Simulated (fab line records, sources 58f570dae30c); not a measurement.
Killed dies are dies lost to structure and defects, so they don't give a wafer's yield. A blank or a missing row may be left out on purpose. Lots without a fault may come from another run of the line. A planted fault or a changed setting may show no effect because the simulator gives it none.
fab line records | flow berkeley_cmos170
record lots=5 wafers=15 last_day=11
route steps=331 shown SACOX@97 SCREENOX@100 NVT@104 PVT@115 GATE@125 FIELD@126
lots that met no fault: from a run of the same line without faults
start_h: hours from the record's first day to the start of the lot's first wafer shown | wait_h: hours since the lot's step before | " the same as in the row above | L1.1+2: a row that stands for several wafers | - no value, or no start given | * or withheld: withheld | < > ~ a bound
route shown NAME@n: a module of which the file shows steps, and the number in the route of the first | usual: mean/standard deviation of fault-free wafers | same: alike in all rows | chamber/n: place in a boat | sites: the reading at each site | _std_site: their standard deviation | _edge_site: outer sites' mean less inner sites' | radius_mm: how far each site lies from the wafer's centre | mask NAME#n: copy n | behind: the tool/chamber that last shaped the wafer | hold: why the lot was held/for how many hours/how that ended | device: the transistor (n, p or np) that didn't switch | end of line: the same wafers' tests at the end of the route | a step without rows: its recipe alone | killed: dies lost to structure and defects at the first sort, not the wafer's yield | map: a wafer's dies, x killed, . not, _ none there
set.NAME: the setting as run; set.NAME@STEP: as run at that earlier step | model.NAME: the simulator's own value behind a step, which no gauge read
lots at some steps of the route; a table a step, a row a wafer
services: from which hour (start_h, from the record's first day; less than 0 if before it) a tool's chamber was out of use, for how many hours, and why
## steps
# step UCB170_SACOX_CLEAN_00
# recipe chemistry=dHF dilution=25:1 time_s=7.5
# columns lot.wafer tool chamber start_h wait_h
L075.1+2+6 wet_bench-02 2 96.59 0.1
L085.2+3+5 wet_bench-01 2 135.85 0.0
L089.1+3+5 wet_bench-04 3 166.53 0.1
L092.1+2+4 wet_bench-04 2 181.33 0.1
L096.3+4+5 wet_bench-02 0 200.16 0.0
# step UCB170_SACOX_OXIDATION_01
# recipe temp_c=900 ambient=O2 target_thk_a=144 ox_time_s=2400
# usual tube_center_temp_C_max=902.3/0.4 zone_power_centre_pct=40/3.6
# columns lot.wafer tool chamber start_h wait_h tube_center_temp_C_max zone_power_centre_pct
L075.1 furnace-01 0 97.99 1.4 901.9 36
L075.2 " 0 " " 901.5 36
L075.6 " 0 " " 902.0 35
L085.2 furnace-04 0 138.47 2.6 902.0 43
L085.3 " 0 " " 901.9 43
L085.5 " 0 " " 902.2 43
L089.1 furnace-01 0 169.45 2.9 902.2 35
L089.3 " 0 " " 902.2 35
L089.5 " 0 " " 902.7 35
L092.1 furnace-01 0 184.22 2.9 901.9 34
L092.2 " 0 " " 902.0 35
L092.4 " 0 " " 902.1 35
L096.3 furnace-01 0 202.23 2.1 902.6 35
L096.4 " 0 " " 901.9 36
L096.5 " 0 " " 902.1 35
# step UCB170_SACOX_THK_MEAS_02
# recipe reads=SiO2_of_SACOX_OXIDATION_01
# usual SACOX_OXIDE_THK=14.50/0.28
# columns lot.wafer tool chamber start_h wait_h SACOX_OXIDE_THK[nm]
L075.1 film_metro-02 - 99.68 0.0 14.21
L075.2 " - " " 14.16
L075.6 " - " " 14.14
L085.2 film_metro-01 - 140.14 0.0 14.29
L085.3 " - " " 14.37
L085.5 " - " " 14.51
L089.1 film_metro-01 - 171.12 0.0 15.19
L089.3 " - " " 15.02
L089.5 " - " " 15.03
L092.1 film_metro-04 - 185.88 0.0 14.45
L092.2 " - " " 14.54
L092.4 " - " " 14.44
L096.3 film_metro-04 - 203.92 0.0 14.35
L096.4 " - " " 14.33
L096.5 " - " " 14.08
# step UCB170_SCREENOX_WET_ETCH_00
# recipe chemistry=dHF dilution=25:1 target=SiO2 temp_c=25 time_s=200
# columns lot.wafer tool chamber start_h wait_h
L075.1+2+6 wet_bench-03 3 99.77 0.1
L085.2+3+5 wet_bench-03 0 140.19 0.0
L089.1+3+5 wet_bench-03 3 173.11 2.0
L092.1+2+4 wet_bench-04 2 185.94 0.1
L096.3+4+5 wet_bench-04 3 203.96 0.0
# step UCB170_SCREENOX_OXIDATION_01
# recipe temp_c=900 ambient=O2 target_thk_a=144 ox_time_s=2400
# usual tube_center_temp_C_max=902.3/0.41 zone_power_centre_pct=40/3.7
# columns lot.wafer tool chamber start_h wait_h tube_center_temp_C_max zone_power_centre_pct
L075.1 furnace-01 0 102.26 2.4 902.4 36
L075.2 " 0 " " 902.3 36
L075.6 " 0 " " 902.4 35
L085.2 furnace-01 0 145.83 5.6 902.5 35
L085.3 " 0 " " 902.1 35
L085.5 " 0 " " 902.0 36
L089.1 furnace-03 0 174.92 1.7 902.2 43
L089.3 " 0 " " 902.1 42
L089.5 " 0 " " 902.9 42
L092.1 furnace-03 0 189.25 3.2 902.4 42
L092.2 " 0 " " 902.3 43
L092.4 " 0 " " 902.4 43
L096.3 furnace-04 0 207.04 3.0 902.2 42
L096.4 " 0 " " 902.3 43
L096.5 " 0 " " 902.0 43
# step UCB170_SCREENOX_THK_MEAS_02
# recipe reads=SiO2_of_SCREENOX_OXIDATION_01
# usual SCREENOX_OXIDE_THK=14.30/0.29
# columns lot.wafer tool chamber start_h wait_h SCREENOX_OXIDE_THK[nm]
L075.1 film_metro-03 - 103.92 0.0 14.15
L075.2 " - " " 14.32
L075.6 " - " " 14.36
L085.2 film_metro-04 - 147.51 0.0 14.59
L085.3 " - " " 14.75
L085.5 " - " " 14.72
L089.1 film_metro-04 - 176.58 0.0 13.81
L089.3 " - " " 13.68
L089.5 " - " " 13.76
L092.1 film_metro-04 - 190.92 0.0 14.44
L092.2 " - " " 14.37
L092.4 " - " " 14.42
L096.3 film_metro-04 - 208.73 0.0 14.37
L096.4 " - " " 14.53
L096.5 " - " " 14.52
# step UCB170_SCREENOX_ANNEAL_03
# recipe temp_c=900 time_s=900 ambient=N2
# usual tube_center_temp_C_max=902.3/0.31 zone_power_centre_pct=39/3.8
# columns lot.wafer tool chamber start_h wait_h tube_center_temp_C_max zone_power_centre_pct
L075.1 furnace-03 0 105.30 1.4 901.9 43
L075.2 " 0 " " 902.1 43
L075.6 " 0 " " 902.2 43
L085.2 furnace-01 0 152.66 5.1 902.1 35
L085.3 " 0 " " 902.1 35
L085.5 " 0 " " 902.5 36
L089.1 furnace-04 0 179.09 2.5 902.2 42
L089.3 " 0 " " 903.0 43
L089.5 " 0 " " 901.9 43
L092.1 furnace-01 0 193.65 2.7 902.8 35
L092.2 " 0 " " 902.6 35
L092.4 " 0 " " 902.4 35
L096.3 furnace-04 0 211.46 2.7 902.5 42
L096.4 " 0 " " 901.6 43
L096.5 " 0 " " 902.2 43
# step UCB170_NVT_HMDS_00
# recipe prime_time_s=60 prime_temp_c=100
# columns lot.wafer tool chamber start_h wait_h
L075.1+2+6 litho_track-04 0 106.55 0.0
L085.2+3+5 litho_track-01 0 154.04 0.1
L089.1+3+5 litho_track-01 0 180.74 0.4
L092.1+2+4 litho_track-01 0 194.90 0.0
L096.3+4+5 litho_track-04 0 212.76 0.1
# step UCB170_NVT_COAT_01
# recipe resist=KrF spin_rpm=1500 resist_thk_nm=900
# columns lot.wafer tool chamber start_h wait_h
L075.1+2+6 litho_track-04 0 106.70 0.1
L085.2+3+5 litho_track-01 0 154.19 0.1
L089.1+3+5 litho_track-01 0 180.89 0.1
L092.1+2+4 litho_track-01 0 195.05 0.1
L096.3+4+5 litho_track-04 0 212.91 0.1
# step UCB170_NVT_SOFTBAKE_02
# recipe resist=KrF temp_c=130 time_s=60
# columns lot.wafer tool chamber start_h wait_h
L075.1+2+6 litho_track-04 0 106.85 0.1
L085.2+3+5 litho_track-01 0 154.34 0.1
L089.1+3+5 litho_track-01 0 181.04 0.1
L092.1+2+4 litho_track-01 0 195.20 0.1
L096.3+4+5 litho_track-04 0 213.06 0.1
# step UCB170_NVT_EXPOSE_03
# recipe mask_id=PWELL target_cd_nm=3000 na=0.5 sigma_outer=0.6 source_shape=conventional dose_mj=30
# usual focus_offset_nm=0.0/0.55
# columns lot.wafer tool chamber start_h wait_h mask focus_offset_nm
L075.1 krf_scanner-02 0 107.00 0.1 PWELL#0 0.4
L075.2 " 0 " " PWELL#0 -0.6
L075.6 " 0 " " PWELL#0 0.0
L085.2 krf_scanner-01 0 154.61 0.2 PWELL#0 0.3
L085.3 " 0 " " PWELL#0 -0.2
L085.5 " 0 " " PWELL#0 -0.1
L089.1 krf_scanner-01 0 181.35 0.3 PWELL#0 -0.6
L089.3 " 0 " " PWELL#0 -0.4
L089.5 " 0 " " PWELL#0 0.0
L092.1 krf_scanner-01 0 195.47 0.2 PWELL#0 -0.6
L092.2 " 0 " " PWELL#0 -1.0
L092.4 " 0 " " PWELL#0 -0.3
L096.3 krf_scanner-01 0 213.44 0.4 PWELL#0 0.1
L096.4 " 0 " " PWELL#0 -0.1
L096.5 " 0 " " PWELL#0 0.5
# step UCB170_NVT_PEB_04
# recipe peb_temp_c=130 peb_time_s=withheld resist=KrF
# columns lot.wafer tool chamber start_h wait_h
L075.1+2+6 litho_track-04 0 107.12 0.1
L085.2+3+5 litho_track-04 0 154.78 0.1
L089.1+3+5 litho_track-02 0 181.54 0.2
L092.1+2+4 litho_track-04 0 195.59 0.1
L096.3+4+5 litho_track-01 0 213.60 0.1
# step UCB170_NVT_DEVELOP_05
# recipe developer=TMAH develop_time_s=45 resist=KrF dev_temp_c=21
# columns lot.wafer tool chamber start_h wait_h
L075.1+2+6 litho_track-04 0 - -
L085.2+3+5 litho_track-04 0 - -
L089.1+3+5 litho_track-02 0 - -
L092.1+2+4 litho_track-04 0 - -
L096.3+4+5 litho_track-01 0 - -
# step UCB170_NVT_OVL_MEAS_06
# usual NVT_OVL=1/5.9
# columns lot.wafer tool chamber start_h wait_h NVT_OVL[nm]
L075.1 overlay-02 - 107.39 - 3
L075.2 " - " " -5
L075.6 " - " " 10
L085.2 overlay-02 - 155.03 - 2
L085.3 " - " " 7
L085.5 " - " " 10
L089.1 overlay-02 - 181.82 - -6
L089.3 " - " " -2
L089.5 " - " " -5
L092.1 overlay-01 - 195.86 - 0
L092.2 " - " " 1
L092.4 " - " " -5
L096.3 overlay-01 - 213.84 - -1
L096.4 " - " " 3
L096.5 " - " " -4
# step UCB170_NVT_IMPLANT_07
# recipe species=BF2 dose_cm2=3e+12 energy_kev=50 tilt_deg=7
# usual tilt_deg=7.002/0.022
# columns lot.wafer tool chamber start_h wait_h tilt_deg
L075.1 implanter-02 0 107.43 0.0 6.985
L075.2 " 0 " " 6.991
L075.6 " 0 " " 6.976
L085.2 implanter-04 0 155.09 0.0 7.046
L085.3 " 0 " " 7.027
L085.5 " 0 " " 6.986
L089.1 implanter-04 0 181.85 0.0 7.020
L089.3 " 0 " " 7.016
L089.5 " 0 " " 6.999
L092.1 implanter-02 0 195.90 0.0 7.003
L092.2 " 0 " " 7.000
L092.4 " 0 " " 7.013
L096.3 implanter-02 0 213.91 0.1 6.964
L096.4 " 0 " " 6.966
L096.5 " 0 " " 6.969
# step UCB170_NVT_STRIP_08
# recipe chemistry=O2 power_w=400 pressure_mtorr=3500 platen_temp_c=withheld o2_flow_sccm=400 overash_fraction=0.5
# usual drypump_motor_current_A=5.6/0.31 oes_product_au=0.734/0.0049 strip_time_to_endpoint_s=21.67/0.062
# columns lot.wafer tool chamber start_h wait_h drypump_motor_current_A oes_product_au rf_hours_counter_h strip_time_to_endpoint_s
L075.1 plasma_asher-01 1 107.58 0.1 5.6 0.731 45 21.74
L075.2 " 0 " " 5.7 0.736 45 21.79
L075.6 " 0 " " 5.7 0.731 - 21.84
L085.2 plasma_asher-01 0 155.21 0.1 5.6 0.737 5 21.60
L085.3 " 0 " " 5.6 0.738 - 21.58
L085.5 " 0 " " 5.7 0.735 - 21.63
L089.1 plasma_asher-04 0 182.00 0.1 5.3 0.735 44 21.63
L089.3 " 0 " " 5.3 0.746 - 21.67
L089.5 " 1 " " 6.2 0.738 - 21.65
L092.1 plasma_asher-04 1 196.05 0.1 6.2 0.738 45 21.62
L092.2 " 0 " " 5.3 0.740 45 21.69
L092.4 " 0 " " 5.3 0.733 - 21.65
L096.3 plasma_asher-02 0 214.05 0.1 5.7 0.734 - 21.75
L096.4 " 1 " " 5.2 0.744 - 21.65
L096.5 " 0 " " 5.7 0.734 - 21.67
# step UCB170_NVT_TW_MEAS_09
# usual NVT_TW=523/4.4
# columns lot.wafer tool chamber start_h wait_h NVT_TW
L075.1 film_metro-04 - 107.68 0.1 528
L075.2 " - " " 526
L075.6 " - " " 528
L085.2 film_metro-04 - 155.32 0.1 530
L085.3 " - " " 526
L085.5 " - " " 528
L089.1 film_metro-02 - 182.10 0.1 523
L089.3 " - " " 522
L089.5 " - " " 520
L092.1 film_metro-04 - 196.15 0.1 531
L092.2 " - " " 529
L092.4 " - " " 527
L096.3 film_metro-03 - 214.13 0.1 521
L096.4 " - " " 519
L096.5 " - " " 520
# step UCB170_NVT_CLEAN_10
# recipe chemistry=SPM temp_c=120 time_s=600
# columns lot.wafer tool chamber start_h wait_h
L075.1+2+6 wet_bench-03 0 107.97 0.3
L085.2+3+5 wet_bench-03 0 155.37 0.0
L089.1+3+5 wet_bench-01 2 182.19 0.1
L092.1+2+4 wet_bench-02 2 196.21 0.1
L096.3+4+5 wet_bench-03 0 214.17 0.0
# step UCB170_PVT_HMDS_00
# recipe prime_time_s=60 prime_temp_c=100
# columns lot.wafer tool chamber start_h wait_h
L075.1+2+6 litho_track-03 0 108.30 0.2
L085.2+3+5 litho_track-04 0 155.57 0.0
L089.1+3+5 litho_track-03 0 182.82 0.4
L092.1+2+4 litho_track-04 0 196.40 0.0
L096.3+4+5 litho_track-03 0 214.41 0.1
# step UCB170_PVT_COAT_01
# recipe resist=KrF spin_rpm=1500 resist_thk_nm=900
# columns lot.wafer tool chamber start_h wait_h
L075.1+2+6 litho_track-03 0 108.45 0.1
L085.2+3+5 litho_track-04 0 155.72 0.1
L089.1+3+5 litho_track-03 0 182.97 0.1
L092.1+2+4 litho_track-04 0 196.55 0.1
L096.3+4+5 litho_track-03 0 214.56 0.1
# step UCB170_PVT_SOFTBAKE_02
# recipe resist=KrF temp_c=130 time_s=60
# columns lot.wafer tool chamber start_h wait_h
L075.1+2+6 litho_track-03 0 108.60 0.1
L085.2+3+5 litho_track-04 0 155.87 0.1
L089.1+3+5 litho_track-03 0 183.12 0.1
L092.1+2+4 litho_track-04 0 196.70 0.1
L096.3+4+5 litho_track-03 0 214.71 0.1
# step UCB170_PVT_EXPOSE_03
# recipe mask_id=NWELL target_cd_nm=3000 na=0.5 sigma_outer=0.6 source_shape=conventional dose_mj=30
# usual focus_offset_nm=0.1/0.51
# columns lot.wafer tool chamber start_h wait_h mask focus_offset_nm
L075.1 krf_scanner-02 0 108.75 0.1 NWELL#0 0.0
L075.2 " 0 " " NWELL#0 0.3
L075.6 " 0 " " NWELL#0 0.2
L085.2 krf_scanner-02 0 156.14 0.2 NWELL#0 -1.5
L085.3 " 0 " " NWELL#0 0.0
L085.5 " 0 " " NWELL#0 0.1
L089.1 krf_scanner-01 0 183.40 0.3 NWELL#0 -0.1
L089.3 " 0 " " NWELL#0 -0.1
L089.5 " 0 " " NWELL#0 0.1
L092.1 krf_scanner-02 0 196.98 0.2 NWELL#0 0.2
L092.2 " 0 " " NWELL#0 0.9
L092.4 " 0 " " NWELL#0 0.1
L096.3 krf_scanner-02 0 214.98 0.2 NWELL#0 -0.1
L096.4 " 0 " " NWELL#0 -0.9
L096.5 " 0 " " NWELL#0 -0.2
# step UCB170_PVT_PEB_04
# recipe peb_temp_c=130 peb_time_s=withheld resist=KrF
# columns lot.wafer tool chamber start_h wait_h
L075.1+2+6 litho_track-02 0 109.06 0.3
L085.2+3+5 litho_track-02 0 156.49 0.3
L089.1+3+5 litho_track-03 0 183.54 0.1
L092.1+2+4 litho_track-02 0 197.09 0.1
L096.3+4+5 litho_track-03 0 215.11 0.1
# step UCB170_PVT_DEVELOP_05
# recipe developer=TMAH develop_time_s=45 resist=KrF dev_temp_c=21
# columns lot.wafer tool chamber start_h wait_h
L075.1+2+6 litho_track-02 0 - -
L085.2+3+5 litho_track-02 0 - -
L089.1+3+5 litho_track-03 0 - -
L092.1+2+4 litho_track-02 0 - -
L096.3+4+5 litho_track-03 0 - -
# step UCB170_PVT_OVL_MEAS_06
# usual PVT_OVL=2/4.9
# columns lot.wafer tool chamber start_h wait_h PVT_OVL[nm]
L075.1 overlay-01 - 109.34 - 7
L075.2 " - " " 1
L075.6 " - " " 7
L085.2 overlay-01 - 156.75 - -2
L085.3 " - " " 8
L085.5 " - " " -8
L089.1 overlay-01 - 183.82 - 8
L089.3 " - " " 14
L089.5 " - " " 5
L092.1 overlay-01 - 197.37 - 7
L092.2 " - " " 0
L092.4 " - " " -5
L096.3 overlay-02 - 215.34 - 0
L096.4 " - " " 5
L096.5 " - " " 2
# step UCB170_PVT_IMPLANT_07
# recipe species=P dose_cm2=2e+12 energy_kev=30 tilt_deg=7
# usual tilt_deg=6.993/0.019
# columns lot.wafer tool chamber start_h wait_h tilt_deg
L075.1 implanter-03 0 109.37 0.0 7.025
L075.2 " 0 " " 7.001
L075.6 " 0 " " 6.993
L085.2 implanter-04 0 156.80 0.0 6.948
L085.3 " 0 " " 6.976
L085.5 " 0 " " 6.978
L089.1 implanter-04 0 183.85 0.0 7.015
L089.3 " 0 " " 7.006
L089.5 " 0 " " 7.009
L092.1 implanter-03 0 197.40 0.0 6.976
L092.2 " 0 " " 7.005
L092.4 " 0 " " 7.001
L096.3 implanter-03 0 215.42 0.1 6.995
L096.4 " 0 " " 6.990
L096.5 " 0 " " 6.966
# step UCB170_PVT_STRIP_08
# recipe chemistry=O2 power_w=400 pressure_mtorr=3500 platen_temp_c=withheld o2_flow_sccm=400 overash_fraction=0.5
# usual drypump_motor_current_A=5.53/0.21 oes_product_au=0.734/0.0048 strip_time_to_endpoint_s=21.67/0.055
# columns lot.wafer tool chamber start_h wait_h drypump_motor_current_A oes_product_au rf_hours_counter_h strip_time_to_endpoint_s
L075.1 plasma_asher-02 0 109.52 0.1 5.76 0.729 38 21.64
L075.2 " 1 " " 5.18 0.733 38 21.59
L075.6 " 1 " " 5.18 0.733 - 21.71
L085.2 plasma_asher-03 1 156.93 0.1 5.56 0.733 40 21.72
L085.3 " 1 " " 5.58 0.737 - 21.75
L085.5 " 0 " " 5.61 0.727 - 21.72
L089.1 plasma_asher-03 1 184.00 0.1 5.57 0.736 43 21.60
L089.3 " 1 " " 5.55 0.741 - 21.59
L089.5 " 1 " " 5.55 0.731 - 21.58
L092.1 plasma_asher-02 1 197.55 0.1 5.15 0.734 48 21.64
L092.2 " 0 " " 5.70 0.734 48 21.72
L092.4 " 0 " " 5.71 0.742 - 21.70
L096.3 plasma_asher-01 1 215.55 0.1 5.65 0.730 - 21.67
L096.4 " 0 " " 5.66 0.744 - 21.64
L096.5 " 0 " " 5.66 0.731 - 21.60
# step UCB170_PVT_TW_MEAS_09
# usual PVT_TW=505.0/2.4
# columns lot.wafer tool chamber start_h wait_h PVT_TW
L075.1 film_metro-01 - 109.62 0.1 505.5
L075.2 " - " " 506.8
L075.6 " - " " 506.1
L085.2 film_metro-02 - 157.04 0.1 504.7
L085.3 " - " " 506.7
L085.5 " - " " 506.2
L089.1 film_metro-03 - 184.10 0.1 500.1
L089.3 " - " " 499.1
L089.5 " - " " 500.1
L092.1 film_metro-03 - 197.65 0.1 507.7
L092.2 " - " " 504.7
L092.4 " - " " 504.5
L096.3 film_metro-01 - 215.64 0.1 505.8
L096.4 " - " " 503.7
L096.5 " - " " 507.4
# step UCB170_GATE_WET_ETCH_00
# recipe chemistry=dHF dilution=25:1 target=SiO2 temp_c=25 time_s=200
# columns lot.wafer tool chamber start_h wait_h
L075.1+2+6 wet_bench-03 2 109.78 0.1
L085.2+3+5 wet_bench-04 2 157.27 0.2
L089.1+3+5 wet_bench-04 2 184.31 0.2
L092.1+2+4 wet_bench-04 3 197.71 0.1
L096.3+4+5 wet_bench-02 0 215.68 0.0
# step UCB170_FIELD_THK_MEAS_91
# recipe reads=SiO2_of_FIELD_OXIDATION_01
# usual FIELD_OXIDE_LEFT_2_THK=355/10
# columns lot.wafer tool chamber start_h wait_h FIELD_OXIDE_LEFT_2_THK[nm]
L075.1 film_metro-02 - 109.84 0.0 366
L075.2 " - " " 364
L075.6 " - " " 368
L085.2 film_metro-01 - 157.35 0.0 360
L085.3 " - " " 363
L085.5 " - " " 360
L089.1 film_metro-03 - 184.37 0.0 365
L089.3 " - " " 369
L089.5 " - " " 352
L092.1 film_metro-01 - 197.78 0.0 373
L092.2 " - " " 370
L092.4 " - " " 373
L096.3 film_metro-03 - 215.76 0.0 364
L096.4 " - " " 354
L096.5 " - " " 346
# step UCB170_GATE_OXIDATION_01
# recipe temp_c=850 ambient=O2 target_thk_a=66 ox_time_s=1800
# usual tube_center_temp_C_max=852.2/0.35 zone_power_centre_pct=40.1/0.46
# columns lot.wafer tool chamber start_h wait_h tube_center_temp_C_max zone_power_centre_pct
L075.1 furnace-04 0 111.00 1.1 851.9 39.7
L075.2 " 0 " " 852.1 39.4
L075.6 " 0 " " 851.9 39.8
L085.2 furnace-03 0 160.80 3.4 852.5 40.7
L085.3 " 0 " " 852.6 40.0
L085.5 " 0 " " 852.1 40.0
L089.1 furnace-02 0 187.42 3.0 852.5 40.5
L089.3 " 0 " " 852.3 40.0
L089.5 " 0 " " 851.9 40.2
L092.1 furnace-02 0 200.04 2.3 852.5 40.2
L092.2 " 0 " " 852.1 39.9
L092.4 " 0 " " 852.1 39.2
L096.3 furnace-02 0 218.42 2.7 852.0 40.5
L096.4 " 0 " " 852.8 39.8
L096.5 " 0 " " 852.1 40.3
# step UCB170_GATE_THK_MEAS_02
# recipe reads=SiO2_of_GATE_OXIDATION_01
# usual GATE_OXIDE_THK=6.68/0.13
# columns lot.wafer tool chamber start_h wait_h GATE_OXIDE_THK[nm]
L075.1 film_metro-01 - 112.50 0.0 6.76
L075.2 " - " " 6.65
L075.6 " - " " 6.64
L085.2 film_metro-02 - 162.31 0.0 6.56
L085.3 " - " " 6.56
L085.5 " - " " 6.56
L089.1 film_metro-04 - 188.92 0.0 6.76
L089.3 " - " " 6.65
L089.5 " - " " 6.67
L092.1 film_metro-02 - 201.54 0.0 6.71
L092.2 " - " " 6.74
L092.4 " - " " 6.72
L096.3 film_metro-04 - 219.94 0.0 6.68
L096.4 " - " " 6.72
L096.5 " - " " 6.65
# step UCB170_GATE_ANNEAL_03
# recipe temp_c=900 time_s=1800 ambient=N2
# usual tube_center_temp_C_max=902.3/0.39 zone_power_centre_pct=42.9/0.46
# columns lot.wafer tool chamber start_h wait_h tube_center_temp_C_max zone_power_centre_pct
L075.1 furnace-02 0 114.75 2.2 902.7 42.7
L075.2 " 0 " " 901.7 43.5
L075.6 " 0 " " 902.0 43.6
L085.2 furnace-03 0 166.63 4.3 902.0 43.2
L085.3 " 0 " " 902.8 42.1
L085.5 " 0 " " 903.1 43.5
L089.1 furnace-03 0 193.52 4.6 902.1 43.1
L089.3 " 0 " " 902.6 42.5
L089.5 " 0 " " 901.9 44.0
L092.1 furnace-03 0 206.37 4.8 901.8 42.5
L092.2 " 0 " " 902.3 43.3
L092.4 " 0 " " 903.1 42.9
L096.3 furnace-03 0 221.42 1.5 902.5 43.1
L096.4 " 0 " " 902.3 43.1
L096.5 " 0 " " 903.5 42.6
# step UCB170_GATE_CVD_04
# recipe material=poly-Si temp_c=610 precursor=SiH4 time_s=1440 pressure_mtorr=375 target_thk_nm=214 sih4_flow_sccm=120
# usual zone_power_centre_pct=27.7/1.2
# columns lot.wafer tool chamber start_h wait_h zone_power_centre_pct
L075.1 lpcvd-02 0 116.25 0.0 28.9
L075.2 " 0 " " 28.9
L075.6 " 0 " " 29.0
L085.2 lpcvd-01 0 168.13 0.0 25.9
L085.3 " 0 " " 25.9
L085.5 " 0 " " 26.1
L089.1 lpcvd-02 0 195.02 0.0 28.7
L089.3 " 0 " " 28.6
L089.5 " 0 " " 29.0
L092.1 lpcvd-01 1 207.87 0.0 26.7
L092.2 " 1 " " 26.5
L092.4 " 1 " " 26.1
L096.3 lpcvd-01 1 222.92 0.0 26.8
L096.4 " 1 " " 26.7
L096.5 " 1 " " 26.6
# step UCB170_GATE_THK_MEAS_05
# recipe reads=poly-Si_of_GATE_CVD_04
# usual GATE_POLY_THK=213.1/2
# columns lot.wafer tool chamber start_h wait_h GATE_POLY_THK[nm]
L075.1 film_metro-02 - 117.65 0.0 213.0
L075.2 " - " " 213.0
L075.6 " - " " 212.9
L085.2 film_metro-04 - 169.55 0.0 215.9
L085.3 " - " " 213.0
L085.5 " - " " 214.0
L089.1 film_metro-04 - 196.42 0.0 214.0
L089.3 " - " " 213.2
L089.5 " - " " 214.0
L092.1 film_metro-01 - 209.27 0.0 209.1
L092.2 " - " " 212.3
L092.4 " - " " 211.2
L096.3 film_metro-04 - 224.34 0.0 215.5
L096.4 " - " " 214.6
L096.5 " - " " 215.6
# step UCB170_GATE_COAT_06
# recipe resist=BARC temp_c=withheld time_s=withheld spin_rpm=3000 resist_thk_nm=withheld
# columns lot.wafer tool chamber start_h wait_h
L075.1+2+6 litho_track-04 0 118.44 0.8
L085.2+3+5 litho_track-04 0 169.72 0.2
L089.1+3+5 litho_track-04 0 196.85 0.4
L092.1+2+4 litho_track-03 0 209.58 0.3
L096.3+4+5 litho_track-04 0 224.43 0.1
# step UCB170_GATE_COAT_07
# recipe resist=KrF spin_rpm=1500 resist_thk_nm=900
# columns lot.wafer tool chamber start_h wait_h
L075.1+2+6 litho_track-04 0 - -
L085.2+3+5 litho_track-04 0 - -
L089.1+3+5 litho_track-04 0 - -
L092.1+2+4 litho_track-03 0 - -
L096.3+4+5 litho_track-04 0 - -
# step UCB170_GATE_SOFTBAKE_08
# recipe resist=KrF temp_c=130 time_s=60
# columns lot.wafer tool chamber start_h wait_h
L075.1+2+6 litho_track-04 0 - -
L085.2+3+5 litho_track-04 0 - -
L089.1+3+5 litho_track-04 0 - -
L092.1+2+4 litho_track-03 0 - -
L096.3+4+5 litho_track-04 0 - -
# step UCB170_GATE_EXPOSE_09
# recipe mask_id=POLY target_cd_nm=350 na=0.5 sigma_outer=0.6 source_shape=conventional dose_mj=21
# usual focus_offset_nm=-0.1/0.47
# columns lot.wafer tool chamber start_h wait_h mask focus_offset_nm
L075.1 krf_scanner-02 0 118.89 - POLY#0 -0.3
L075.2 " 0 " " POLY#0 -0.1
L075.6 " 0 " " POLY#0 0.2
L085.2 krf_scanner-02 0 170.43 - POLY#0 0.6
L085.3 " 0 " " POLY#0 0.0
L085.5 " 0 " " POLY#0 0.0
L089.1 krf_scanner-01 0 197.43 - POLY#0 -0.4
L089.3 " 0 " " POLY#0 -0.6
L089.5 " 0 " " POLY#0 -0.7
L092.1 krf_scanner-01 0 210.16 - POLY#0 0.1
L092.2 " 0 " " POLY#0 -0.4
L092.4 " 0 " " POLY#0 -0.1
L096.3 krf_scanner-01 0 225.11 - POLY#0 0.0
L096.4 " 0 " " POLY#0 -0.9
L096.5 " 0 " " POLY#0 0.1
# step UCB170_GATE_PEB_10
# recipe peb_temp_c=130 peb_time_s=withheld resist=KrF
# columns lot.wafer tool chamber start_h wait_h
L075.1+2+6 litho_track-01 0 119.52 0.6
L085.2+3+5 litho_track-04 0 170.58 0.1
L089.1+3+5 litho_track-04 0 197.58 0.1
L092.1+2+4 litho_track-04 0 210.27 0.1
L096.3+4+5 litho_track-01 0 225.29 0.2
# step UCB170_GATE_DEVELOP_11
# recipe developer=TMAH develop_time_s=45 resist=KrF dev_temp_c=21
# columns lot.wafer tool chamber start_h wait_h
L075.1+2+6 litho_track-01 0 - -
L085.2+3+5 litho_track-04 0 - -
L089.1+3+5 litho_track-04 0 - -
L092.1+2+4 litho_track-04 0 - -
L096.3+4+5 litho_track-01 0 - -
# step UCB170_GATE_CD_MEAS_12
# recipe target_cd_nm=350
# usual cd_nm=350.3/1.4
# columns lot.wafer tool chamber start_h wait_h cd_nm
L075.1 cd_sem-01 - 119.80 - 351.1
L075.2 " - " " 352.0
L075.6 " - " " 352.1
L085.2 cd_sem-02 - 170.85 - 352.4
L085.3 " - " " 350.6
L085.5 " - " " 351.6
L089.1 cd_sem-02 - 197.85 - 351.5
L089.3 " - " " 348.9
L089.5 " - " " 351.7
L092.1 cd_sem-02 - 210.55 - 349.0
L092.2 " - " " 348.4
L092.4 " - " " 349.6
L096.3 cd_sem-02 - 225.55 - 350.9
L096.4 " - " " 350.8
L096.5 " - " " 350.6
# step UCB170_GATE_OVL_MEAS_13
# usual GATE_OVL=3/5.7
# columns lot.wafer tool chamber start_h wait_h GATE_OVL[nm]
L075.1 overlay-01 - 119.92 0.1 2
L075.2 " - " " 13
L075.6 " - " " 10
L085.2 overlay-02 - 170.96 0.1 4
L085.3 " - " " 6
L085.5 " - " " 9
L089.1 overlay-02 - 197.97 0.1 2
L089.3 " - " " 2
L089.5 " - " " 7
L092.1 overlay-01 - 210.67 0.1 1
L092.2 " - " " -1
L092.4 " - " " 2
L096.3 overlay-02 - 225.65 0.1 1
L096.4 " - " " -1
L096.5 " - " " 2
## services
# columns tool chamber start_h hours kind
furnace-01 - 74.82 4.1 pm
furnace-03 - 76.89 3.4 pm
furnace-02 - 80.10 3.2 pm
implanter-04 - 94.67 6.0 repair
furnace-04 - 95.70 3.1 pm
plasma_asher-04 - 106.57 6.7 repair
plasma_asher-01 - 108.75 9.0 pm
implanter-04 - 140.37 2.6 repair
krf_scanner-01 - 141.64 1.3 pm
furnace-03 - 142.61 3.7 pm
krf_scanner-02 - 142.94 1.3 pm
plasma_asher-02 - 143.11 0.6 repair
lpcvd-02 - 149.08 4.9 repair
krf_scanner-02 - 156.65 1.3 repair
krf_scanner-01 - 158.06 4.0 pm
furnace-01 - 158.16 3.4 pm
implanter-02 - 168.29 2.3 repair
krf_scanner-02 - 170.65 0.9 repair
krf_scanner-02 - 173.43 1.0 pm
lpcvd-01 - 174.78 5.2 repair
furnace-01 - 188.73 2.4 pm
implanter-02 - 188.80 4.8 pm
implanter-04 - 190.85 27.6 pm
krf_scanner-01 - 216.54 1.0 pm
## key
fault none
